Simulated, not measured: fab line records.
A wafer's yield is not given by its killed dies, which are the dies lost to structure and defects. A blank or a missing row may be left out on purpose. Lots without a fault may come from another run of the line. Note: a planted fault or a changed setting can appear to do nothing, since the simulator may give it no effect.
fab line records	flow berkeley_cmos170
record: lots: 6	wafers: 18	last_day: 12
route steps=331 shown M2@280 V2@292
lots that met no fault: taken from a fault-free run of the same line
start_h: start of the lot's first displayed wafer, in hours after the record's first day	wait_h: hours elapsed since this lot's preceding step	" identical to the entry in the row above	L1.1+2: one row covering several wafers at once	- either no value or no given start	* or withheld: withheld	< > ~ a bound
route shown NAME@n: names a module that has steps shown in the file, with the first one's number in the route	usual: average and standard deviation across the fault-free wafers	same: alike in all rows	chamber/n: place in a boat	sites: readings site by site	_std_site: the standard deviation of these	_edge_site: the outer-site mean with the inner-site mean subtracted	radius_mm: how far each site lies from the wafer's centre	mask NAME#n: copy n	behind: the tool/chamber that last shaped the wafer	hold: reason for holding the lot/hours on hold/outcome of the hold	device: transistor that didn't switch, given as n, p or np	end of line: the tests these same wafers got at the end of their route	step lacking rows: just its recipe	killed: the dies lost at the first sort to structure and to defects; this is not the yield of the wafer	map: a wafer's dies, x killed, . not, _ none there
set.NAME: the setting as run; set.NAME@STEP: as run at that earlier step	model.NAME: the simulator's own value behind a step, which no gauge read
a table for each step, a row for each wafer; lots at some steps of the route
services: when a tool's chamber went out of use (start_h, in hours from the record's first day, below 0 if earlier), for how many hours, and the reason
== steps ==
step: UCB170_M2_COAT_09
recipe: resist: BARC	temp_c: withheld	time_s: withheld	spin_rpm: 3000	resist_thk_nm: withheld
step: UCB170_M2_COAT_10
recipe: resist: KrF	spin_rpm: 1500	resist_thk_nm: 900
step: UCB170_M2_SOFTBAKE_11
recipe: resist: KrF	temp_c: 130	time_s: 60
step: UCB170_M2_EXPOSE_12
recipe: mask_id: METAL2	target_cd_nm: 700	na: 0.5	sigma_outer: 0.6	source_shape: conventional	dose_mj: 26
step: UCB170_M2_PEB_13
recipe: peb_temp_c: 130	peb_time_s: withheld	resist: KrF
step: UCB170_M2_DEVELOP_14
recipe: developer: TMAH	develop_time_s: 46.6	resist: KrF	dev_temp_c: 21
step: UCB170_M2_CD_MEAS_15
recipe: target_cd_nm: 700
usual: cd_nm: 699.8/1.5
lot.wafer	tool	chamber	start_h	wait_h	cd_nm
L187.2	cd_sem-01	-	150.13	-	698.1
L187.4	"	-	"	"	698.8
L187.5	"	-	"	"	700.0
L191.1	cd_sem-01	-	175.18	-	698.3
L191.2	"	-	"	"	700.3
L191.4	"	-	"	"	700.2
L197.2	cd_sem-02	-	202.04	-	699.0
L197.3	"	-	"	"	698.6
L197.6	"	-	"	"	699.1
L198.1	cd_sem-01	-	226.81	-	699.0
L198.2	"	-	"	"	698.6
L198.6	"	-	"	"	699.8
L199.1	cd_sem-01	-	227.05	-	699.6
L199.3	"	-	"	"	698.0
L199.4	"	-	"	"	699.3
L206.2	cd_sem-01	-	269.80	-	701.3
L206.3	"	-	"	"	700.3
L206.4	"	-	"	"	700.6
step: UCB170_M2_OVL_MEAS_16
usual: M2_OVL: 0/5.7
lot.wafer	tool	chamber	start_h	wait_h	M2_OVL[nm]
L187.2	overlay-01	-	150.24	0.1	-10
L187.4	"	-	"	"	-7
L187.5	"	-	"	"	-1
L191.1	overlay-01	-	175.30	0.1	-4
L191.2	"	-	"	"	-5
L191.4	"	-	"	"	-7
L197.2	overlay-02	-	202.14	0.1	7
L197.3	"	-	"	"	6
L197.6	"	-	"	"	4
L198.1	overlay-01	-	226.93	0.1	4
L198.2	"	-	"	"	8
L198.6	"	-	"	"	-2
L199.1	overlay-02	-	227.17	0.1	0
L199.3	"	-	"	"	-6
L199.4	"	-	"	"	-7
L206.2	overlay-01	-	269.91	0.1	3
L206.3	"	-	"	"	5
L206.4	"	-	"	"	1
step: UCB170_M2_ETCH_17
recipe: chemistry: N2/H2	target_depth_a: withheld	overetch_a: withheld	target: BARC	time_s: withheld	source_w: 500	bias_w: 100	pressure_mtorr: 30	n2_flow_sccm: 100	h2_flow_sccm: 200
usual: drypump_motor_current_A: 5.8/0.41	oes_product_au: 1.005/0.015	throttle_valve_pct: 13.37/0.16
lot.wafer	tool	chamber	start_h	wait_h	drypump_motor_current_A	oes_product_au	throttle_valve_pct
L187.2	rie_diel-02	1	150.27	0.0	5.1	1.009	13.28
L187.4	"	0	"	"	6.1	1.024	13.18
L187.5	"	2	"	"	5.8	0.998	13.64
L191.1	rie_diel-02	1	175.34	0.0	5.1	1.011	13.28
L191.2	"	0	"	"	6.1	1.029	13.16
L191.4	"	2	"	"	5.9	0.994	13.65
L197.2	rie_diel-03	3	202.17	0.0	5.5	0.998	13.51
L197.3	"	1	"	"	6.1	1.013	13.27
L197.6	"	2	"	"	6.3	0.979	13.52
L198.1	rie_diel-02	1	226.97	0.0	5.1	1.006	13.29
L198.2	"	0	"	"	6.1	1.031	13.18
L198.6	"	2	"	"	5.8	0.994	13.65
L199.1	rie_diel-03	1	227.21	0.0	6.0	1.010	13.27
L199.3	"	3	"	"	5.6	1.008	13.50
L199.4	"	2	"	"	6.4	0.976	13.52
L206.2	rie_diel-04	0	269.94	0.0	5.9	1.033	13.14
L206.3	"	2	"	"	5.2	1.004	13.51
L206.4	"	3	"	"	5.5	0.995	13.24
step: UCB170_M2_METAL_ETCH_18
recipe: chemistry: Cl2/BCl3	target: Al	stop_on: SiO2	pressure_mtorr: 12	target_depth_a: 11700	over_etch_frac: 0.3	time_s: 195	icp_w: 600	bias_w: 120	Cl2_flow_sccm: 90	bcl3_flow_sccm: 45
usual: drypump_motor_current_A: 5.7/0.41	oes_product_au: 0.856/0.01	throttle_valve_pct: 24.38/0.15
lot.wafer	tool	chamber	start_h	wait_h	drypump_motor_current_A	oes_product_au	rf_hours_counter_h	throttle_valve_pct
L187.2	rie_metal-02	0	150.31	-	6.3	0.841	1.8	24.26
L187.4	"	0	"	"	6.3	0.844	-	24.27
L187.5	"	0	"	"	6.3	0.852	-	24.27
L191.1	rie_metal-01	0	175.38	-	6.5	0.857	4.7	24.67
L191.2	"	1	"	"	5.5	0.858	7.9	24.52
L191.4	"	0	"	"	6.5	0.854	-	24.66
L197.2	rie_metal-02	0	202.22	-	6.3	0.844	3.3	24.28
L197.3	"	0	"	"	6.3	0.847	-	24.27
L197.6	"	0	"	"	6.3	0.845	-	24.29
L198.1	rie_metal-04	1	227.01	-	5.6	0.857	4.1	24.40
L198.2	"	0	"	"	5.4	0.856	8.0	24.20
L198.6	"	0	"	"	5.4	0.860	-	24.20
L199.1	rie_metal-02	1	227.25	-	5.4	0.875	3.2	24.35
L199.3	"	0	"	"	6.3	0.860	-	24.28
L199.4	"	1	"	"	5.4	0.875	-	24.33
L206.2	rie_metal-01	1	269.98	-	5.5	0.866	10.0	24.52
L206.3	"	0	"	"	6.5	0.864	-	24.67
L206.4	"	1	"	"	5.5	0.864	-	24.53
step: UCB170_M2_STRIP_19
recipe: chemistry: O2	power_w: 400	pressure_mtorr: 3500	platen_temp_c: withheld	o2_flow_sccm: 400	overash_fraction: 0.5
usual: drypump_motor_current_A: 5.9/0.62	oes_product_au: 0.540/0.014
lot.wafer	tool	chamber	start_h	wait_h	drypump_motor_current_A	oes_product_au	rf_hours_counter_h
L187.2	plasma_asher-02	0	150.50	0.1	6.4	0.523	48
L187.4	"	1	"	"	6.6	0.534	-
L187.5	"	1	"	"	6.6	0.526	-
L191.1	plasma_asher-04	0	175.57	0.1	5.1	0.529	43
L191.2	"	1	"	"	5.5	0.538	43
L191.4	"	1	"	"	5.5	0.524	-
L197.2	plasma_asher-01	1	202.40	0.1	5.8	0.538	45
L197.3	"	0	"	"	5.0	0.531	-
L197.6	"	0	"	"	5.0	0.535	-
L198.1	plasma_asher-02	0	227.20	0.1	6.5	0.534	56
L198.2	"	1	"	"	6.6	0.565	56
L198.6	"	0	"	"	6.5	0.559	-
L199.1	plasma_asher-04	1	227.44	0.1	5.5	0.565	48
L199.3	"	1	"	"	5.5	0.534	-
L199.4	"	0	"	"	5.1	0.562	-
L206.2	plasma_asher-01	0	270.17	0.1	5.0	0.527	52
L206.3	"	0	"	"	5.0	0.529	-
L206.4	"	1	"	"	5.8	0.533	-
step: UCB170_M2_CD_MEAS_90
recipe: target_cd_nm: 700
usual: cd_nm: 700.7/2.7
lot.wafer	tool	chamber	start_h	wait_h	cd_nm
L187.2	cd_sem-02	-	150.62	0.1	703.4
L187.4	"	-	"	"	702.4
L187.5	"	-	"	"	701.3
L191.1	cd_sem-01	-	175.67	0.1	698.4
L191.2	"	-	"	"	697.9
L191.4	"	-	"	"	698.7
L197.2	cd_sem-01	-	202.52	0.1	700.2
L197.3	"	-	"	"	700.3
L197.6	"	-	"	"	696.8
L198.1	cd_sem-01	-	227.30	0.1	699.4
L198.2	"	-	"	"	699.7
L198.6	"	-	"	"	702.8
L199.1	cd_sem-02	-	227.54	0.1	698.3
L199.3	"	-	"	"	697.3
L199.4	"	-	"	"	697.9
L206.2	cd_sem-02	-	270.32	0.1	702.3
L206.3	"	-	"	"	703.6
L206.4	"	-	"	"	699.7
step: UCB170_V2_CVD_00
recipe: material: SiO2	target_thk_nm: 2000	temp_c: 390	precursor: TEOS/O2	time_s: 250	rf_w: 550	pressure_mtorr: 9000
usual: heater_power_w: 267/45	rf_fwd_power_W: 548.7/1.7
lot.wafer	tool	chamber	start_h	wait_h	heater_power_w	rf_fwd_power_W	model.SiO2_of_V2_CVD_00.thk_nm
L187.2	pecvd-01	2	150.72	0.1	298	548.1	1981
L187.4	"	0	"	"	293	547.4	1991
L187.5	"	1	"	"	297	550.8	1987
L191.1	pecvd-04	1	175.79	0.1	319	552.5	1992
L191.2	"	2	"	"	355	547.5	1980
L191.4	"	2	"	"	255	546.5	2008
L197.2	pecvd-01	0	202.62	0.1	269	480.7	1892
L197.3	"	2	"	"	345	480.0	1916
L197.6	"	1	"	"	330	484.9	1923
L198.1	pecvd-01	0	227.42	0.1	307	484.2	1918
L198.2	"	2	"	"	332	481.9	1917
L198.6	"	0	"	"	222	480.2	1924
L199.1	pecvd-04	0	227.66	0.1	279	546.4	1977
L199.3	"	2	"	"	313	549.3	1996
L199.4	"	0	"	"	316	548.2	2033
L206.2	pecvd-03	0	270.42	0.1	291	549.8	1975
L206.3	"	1	"	"	281	547.1	1991
L206.4	"	1	"	"	202	549.2	2040
step: UCB170_V2_THK_MEAS_01
recipe: reads: SiO2_of_V2_CVD_00
usual: V2_TEOS_THK: 1997/22
lot.wafer	tool	chamber	start_h	wait_h	V2_TEOS_THK[nm]
L187.2	film_metro-01	-	150.88	0.1	1980
L187.4	"	-	"	"	1990
L187.5	"	-	"	"	1985
L191.1	film_metro-01	-	175.94	0.1	1993
L191.2	"	-	"	"	1978
L191.4	"	-	"	"	2009
L197.2	film_metro-04	-	202.79	0.1	1892
L197.3	"	-	"	"	1916
L197.6	"	-	"	"	1922
L198.1	film_metro-04	-	227.57	0.1	1918
L198.2	"	-	"	"	1917
L198.6	"	-	"	"	1925
L199.1	film_metro-04	-	227.81	0.1	1977
L199.3	"	-	"	"	1995
L199.4	"	-	"	"	2034
L206.2	film_metro-01	-	270.59	0.1	1974
L206.3	"	-	"	"	1990
L206.4	"	-	"	"	2039
step: UCB170_V2_CMP_02
recipe: material: SiO2	down_force_psi: 6	platen_rpm: 60	pad_velocity_m_s: 0.75398
usual: head_pressure_psi: 6.000/0.012	motor_current_A: 15.8/1.5	platen_rpm: 60.00/0.042
lot.wafer	tool	chamber	start_h	wait_h	head_pressure_psi	motor_current_A	platen_rpm
L187.4	cmp-01	2	150.93	0.0	6.004	17.4	60.03
L187.2	"	1	"	"	5.991	15.7	59.97
L187.5	"	2	"	"	6.021	17.3	59.92
L191.4	cmp-01	2	176.00	0.0	5.994	17.7	60.01
L191.1	"	3	"	"	5.970	18.1	60.03
L191.2	"	0	"	"	5.982	17.0	59.92
L197.2	cmp-02	0	202.84	0.0	6.000	15.1	59.94
L197.3	"	3	"	"	5.981	14.7	60.08
L197.6	"	0	"	"	5.984	14.6	59.92
L198.1	cmp-01	3	227.92	0.3	6.001	18.0	60.00
L198.2	"	0	"	"	5.985	16.2	59.96
L198.6	"	1	"	"	6.005	15.3	60.02
L199.1	cmp-01	0	228.47	0.6	6.005	16.5	60.00
L199.3	"	1	"	"	6.009	15.1	59.96
L199.4	"	2	"	"	6.008	17.3	60.05
L206.3	cmp-02	1	270.64	0.0	6.001	14.9	60.01
L206.4	"	2	"	"	6.020	15.0	60.00
L206.2	"	0	"	"	6.013	16.4	60.07
step: UCB170_V2_BOW_MEAS_03
recipe: mode: bow
usual: V2_BOW: 37/7.1
lot.wafer	tool	chamber	start_h	wait_h	V2_BOW[um]
L187.2	film_metro-02	-	151.25	0.1	37
L187.4	"	-	"	"	48
L187.5	"	-	"	"	36
L191.1	film_metro-02	-	176.30	0.2	42
L191.2	"	-	"	"	46
L191.4	"	-	"	"	28
L197.2	film_metro-02	-	203.16	0.3	28
L197.3	"	-	"	"	47
L197.6	"	-	"	"	43
L198.1	film_metro-04	-	228.12	0.1	33
L198.2	"	-	"	"	26
L198.6	"	-	"	"	37
L199.1	film_metro-04	-	228.72	0.2	34
L199.3	"	-	"	"	36
L199.4	"	-	"	"	40
L206.2	film_metro-04	-	270.96	0.1	29
L206.3	"	-	"	"	31
L206.4	"	-	"	"	35
step: UCB170_V2_THK_MEAS_04
recipe: reads: SiO2_of_V2_CVD_00
usual: V2_POLISHED_THK: 1000.3/1.2
lot.wafer	tool	chamber	start_h	wait_h	V2_POLISHED_THK[nm]
L187.2	film_metro-02	-	151.36	0.1	1001.1
L187.4	"	-	"	"	1000.1
L187.5	"	-	"	"	999.7
L191.1	film_metro-02	-	176.42	0.1	998.8
L191.2	"	-	"	"	1000.0
L191.4	"	-	"	"	998.7
L197.2	film_metro-02	-	203.27	0.1	1002.0
L197.3	"	-	"	"	1001.3
L197.6	"	-	"	"	1001.9
L198.1	film_metro-04	-	228.24	0.1	998.5
L198.2	"	-	"	"	999.4
L198.6	"	-	"	"	1000.8
L199.1	film_metro-04	-	228.84	0.1	998.8
L199.3	"	-	"	"	999.0
L199.4	"	-	"	"	1001.2
L206.2	film_metro-04	-	271.07	0.1	1002.3
L206.3	"	-	"	"	1002.3
L206.4	"	-	"	"	999.8
step: UCB170_V2_CLEAN_05
recipe: chemistry: DIW
step: UCB170_V2_HMDS_06
recipe: prime_time_s: 60	prime_temp_c: 100
step: UCB170_V2_COAT_07
recipe: resist: KrF	spin_rpm: 1500	resist_thk_nm: 900
step: UCB170_V2_SOFTBAKE_08
recipe: resist: KrF	temp_c: 130	time_s: 60
step: UCB170_V2_EXPOSE_09
recipe: mask_id: VIA2	target_cd_nm: 700	na: 0.5	sigma_outer: 0.6	source_shape: conventional	dose_mj: 36.28
step: UCB170_V2_PEB_10
recipe: peb_temp_c: 130	peb_time_s: withheld	resist: KrF
step: UCB170_V2_DEVELOP_11
recipe: developer: TMAH	develop_time_s: 45	resist: KrF	dev_temp_c: 21
step: UCB170_V2_CD_MEAS_12
recipe: target_cd_nm: 700
usual: cd_nm: 700.1/1.4
lot.wafer	tool	chamber	start_h	wait_h	cd_nm
L187.2	cd_sem-01	-	153.25	-	700.7
L187.4	"	-	"	"	702.6
L187.5	"	-	"	"	700.0
L191.1	cd_sem-02	-	177.80	-	700.2
L191.2	"	-	"	"	701.4
L191.4	"	-	"	"	701.7
L197.2	cd_sem-01	-	204.56	-	712.6
L197.3	"	-	"	"	713.2
L197.6	"	-	"	"	711.7
L198.1	cd_sem-02	-	229.60	-	705.7
L198.2	"	-	"	"	703.8
L198.6	"	-	"	"	704.0
L199.1	cd_sem-01	-	230.20	-	698.0
L199.3	"	-	"	"	699.4
L199.4	"	-	"	"	698.6
L206.2	cd_sem-02	-	272.93	-	700.7
L206.3	"	-	"	"	700.3
L206.4	"	-	"	"	701.4
step: UCB170_V2_OVL_MEAS_13
usual: V2_OVL: 0/4.9
lot.wafer	tool	chamber	start_h	wait_h	V2_OVL[nm]
L187.2	overlay-02	-	153.35	0.1	-5
L187.4	"	-	"	"	-4
L187.5	"	-	"	"	-2
L191.1	overlay-02	-	177.92	0.1	-4
L191.2	"	-	"	"	5
L191.4	"	-	"	"	-6
L197.2	overlay-02	-	204.67	0.1	-8
L197.3	"	-	"	"	-7
L197.6	"	-	"	"	-4
L198.1	overlay-02	-	229.72	0.1	1
L198.2	"	-	"	"	3
L198.6	"	-	"	"	1
L199.1	overlay-01	-	230.32	0.1	-5
L199.3	"	-	"	"	-4
L199.4	"	-	"	"	-6
L206.2	overlay-02	-	273.04	0.1	-6
L206.3	"	-	"	"	-11
L206.4	"	-	"	"	-7
step: UCB170_V2_ETCH_14
recipe: chemistry: CHF3/CF4/Ar	target: SiO2	stop_on: Al	CHF3_flow_sccm: 45	cf4_flow_sccm: 15	Ar_flow_sccm: 150	pressure_mtorr: 200	rf_w: 700	target_depth_a: 12500	over_etch_frac: 0.25	time_s: 291
usual: drypump_motor_current_A: 5.8/0.42	oes_product_au: 0.879/0.013	throttle_valve_pct: 6.99/0.12
lot.wafer	tool	chamber	start_h	wait_h	drypump_motor_current_A	oes_product_au	rf_hours_counter_h	throttle_valve_pct	model.V2.cd_nm
L187.2	rie_diel-02	3	153.38	0.0	6.2	0.879	36	7.04	700.9
L187.4	"	1	"	"	5.1	0.890	99	6.96	703
L187.5	"	1	"	"	5.2	0.885	-	6.95	699.4
L191.1	rie_diel-01	1	177.95	0.0	5.0	0.885	85	7.08	700
L191.2	"	2	"	"	6.4	0.870	66	7.16	700.3
L191.4	"	3	"	"	6.0	0.869	25	6.85	701.5
L197.2	rie_diel-04	0	204.70	0.0	5.8	0.894	0	6.83	713.2
L197.3	"	3	"	"	5.5	0.856	8	6.86	713.4
L197.6	"	2	"	"	5.3	0.874	-	7.13	712.1
L198.1	rie_diel-01	1	229.75	0.0	5.1	0.876	87	7.09	705.5
L198.2	"	0	"	"	5.9	0.909	68	6.97	703.4
L198.6	"	1	"	"	5.1	0.875	-	7.10	703.8
L199.1	rie_diel-04	2	230.35	0.0	5.3	0.880	82	7.13	697.8
L199.3	"	3	"	"	5.5	0.861	9	6.86	699.8
L199.4	"	0	"	"	5.8	0.892	1	6.82	698.2
L206.2	rie_diel-04	3	273.07	0.0	5.5	0.866	11	6.83	701.1
L206.3	"	1	"	"	6.1	0.865	55	7.00	700.5
L206.4	"	0	"	"	5.8	0.890	3	6.83	701
step: UCB170_V2_STRIP_15
recipe: chemistry: O2	power_w: 400	pressure_mtorr: 3500	platen_temp_c: withheld	o2_flow_sccm: 400	overash_fraction: 0.5
usual: drypump_motor_current_A: 5.8/0.52	oes_product_au: 0.722/0.0044	strip_time_to_endpoint_s: 15.29/0.08
lot.wafer	tool	chamber	start_h	wait_h	drypump_motor_current_A	oes_product_au	rf_hours_counter_h	strip_time_to_endpoint_s
L187.2	plasma_asher-02	1	153.56	0.1	6.6	0.719	49	15.15
L187.4	"	1	"	"	6.6	0.720	-	15.24
L187.5	"	0	"	"	6.5	0.720	-	15.18
L191.1	plasma_asher-04	1	178.13	0.1	5.5	0.730	43	15.40
L191.2	"	0	"	"	5.1	0.719	43	15.38
L191.4	"	0	"	"	5.1	0.720	-	15.36
L197.2	plasma_asher-03	1	204.87	0.1	5.4	0.723	10	15.17
L197.3	"	1	"	"	5.4	0.726	-	15.08
L197.6	"	0	"	"	5.9	0.719	-	15.18
L198.1	plasma_asher-02	1	229.93	0.1	6.6	0.719	56	15.39
L198.2	"	0	"	"	6.5	0.719	56	15.31
L198.6	"	1	"	"	6.6	0.720	-	15.46
L199.1	plasma_asher-02	0	230.53	0.1	6.5	0.721	56	15.07
L199.3	"	0	"	"	6.5	0.726	-	15.12
L199.4	"	1	"	"	6.6	0.722	-	15.14
L206.2	plasma_asher-02	0	273.25	0.1	6.5	0.722	62	15.29
L206.3	"	0	"	"	6.5	0.724	-	15.32
L206.4	"	1	"	"	6.6	0.722	-	15.33
== services ==
tool	chamber	start_h	hours	kind
cmp-02	-	129.34	0.8	repair
cmp-02	-	136.15	0.4	repair
rie_diel-01	0	141.57	8.7	repair
rie_metal-01	-	142.60	0.8	repair
plasma_asher-01	-	145.87	6.6	repair
cmp-02	-	157.71	0.5	repair
cmp-01	-	162.18	0.2	repair
rie_diel-02	0	163.29	4.0	repair
pecvd-01	1	164.60	3.4	repair
rie_diel-01	1	171.87	4.1	repair
pecvd-01	2	177.76	3.6	repair
pecvd-01	1	188.65	6.3	repair
rie_diel-01	0	195.05	6.5	repair
rie_diel-02	3	197.94	9.5	repair
plasma_asher-02	-	204.21	5.4	repair
plasma_asher-01	-	209.15	2.3	repair
cmp-02	-	212.01	4.9	pm
plasma_asher-04	-	214.87	0.4	repair
cmp-02	-	222.26	1.3	repair
rie_metal-02	1	227.96	5.0	repair
pecvd-01	-	233.17	0.8	repair
pecvd-01	0	261.52	5.6	repair
rie_diel-04	2	266.99	1.8	repair
rie_diel-02	3	268.66	3.8	repair
== key ==
first_sign: step: UCB170_V2_CVD_00	reading: rf_fwd_power_W	direction: down	sigmas: 40	usual: 548.7	struck: 482.0
effect: step: UCB170_V2_THK_MEAS_01	reading: V2_TEOS_THK	direction: down	sigmas: 3.7	usual: 1997	struck: 1915
effect: step: UCB170_V2_CD_MEAS_12	reading: cd_nm	direction: up	sigmas: 6.2	usual: 700.1	struck: 708.5	through: control_loop
model_effect: step: UCB170_V2_CVD_00	value: SiO2_of_V2_CVD_00.thk_nm	without: 1990	struck: 1915
model_effect: step: UCB170_V2_ETCH_14	value: V2.cd_nm	without: 699.4	struck: 708.6
met_at UCB170_V2_CVD_00
struck_wafers L197.2,L197.3,L197.6,L198.1,L198.2,L198.6
loop_trim: step: UCB170_V2_EXPOSE_09	setting: dose	lots: L197,L198
onset_between 150.72 202.62
fault: kind: process_parameter_drift	tool: pecvd-01	chamber: -	onset_h: 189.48	steps: UCB170_V2_CVD_00	channel: rf_w	offset: -66	shape: step	end_h: 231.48	acts_in: these_recipes_only	stated: 550
loop_trim: a control loop set the setting to another value than it would have without faults
